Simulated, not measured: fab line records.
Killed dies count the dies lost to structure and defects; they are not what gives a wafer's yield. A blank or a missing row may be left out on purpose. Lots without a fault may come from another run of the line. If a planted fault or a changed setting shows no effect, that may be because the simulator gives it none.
Which tool is to blame?	flow ritCmos	21 wafers from 7 lots sampled at 2 of the route's 202 steps

## WHAT THE GAUGES SHOWED, per wafer
RIT_PRETRO_TW_MEAS_10.
lot	measured	on	PRETRO_TW
L478	day 2 12:01	filmMetro-04	472.2 475.0 475.3
L483	day 3 13:02	filmMetro-03	474.0 470.3 472.3
L486	day 4 05:29	filmMetro-04	473.9 475.1 472.9
L489	day 4 19:59	filmMetro-04	472.5 472.9 473.0
L493	day 5 15:15	filmMetro-01	470.3 469.3 472.5
L495	day 6 01:28	filmMetro-03	475.1 471.5 472.8
L500	day 7 04:39	filmMetro-04	475.0 476.4 475.3

## WHAT TOOL EACH LOT RAN ON (gives the tool, then ch and the chambers of the sampled wafers, and finally the start)
lot	RIT_PRETRO_IMPLANT_08
L478	implanter-01 ch 0, day 2 11:43
L483	implanter-03 ch 0, day 3 12:43
L486	implanter-03 ch 0, day 4 05:10
L489	implanter-01 ch 0, day 4 19:41
L493	implanter-02 ch 0, day 5 14:56
L495	implanter-03 ch 0, day 6 01:08
L500	implanter-03 ch 0, day 7 04:20
- RIT_PRETRO_IMPLANT_08

## THE ANSWER, worked out from the rows above alone
Rule: the lots themselves supply what counts as usual. Put in order of their means at a reading, lots are off if they are a third of the lots or fewer, leave a main group of 4 or more, and stand apart from it by a gap of 3 or more times the standard deviation of the main group's means; of several such gaps the widest counts. A main group whose means are all the same, to the digits that the tables above print for the reading, isn't used. Also off: a lot with no number at a reading for which 4 or more lots have one. Where the step has rows for the other lots, those lots are counted as sound.
Across all readings shown, no lot is off: no conclusion can be drawn from this.

## WHAT HAD BEEN PUT IN BY THE SIMULATOR
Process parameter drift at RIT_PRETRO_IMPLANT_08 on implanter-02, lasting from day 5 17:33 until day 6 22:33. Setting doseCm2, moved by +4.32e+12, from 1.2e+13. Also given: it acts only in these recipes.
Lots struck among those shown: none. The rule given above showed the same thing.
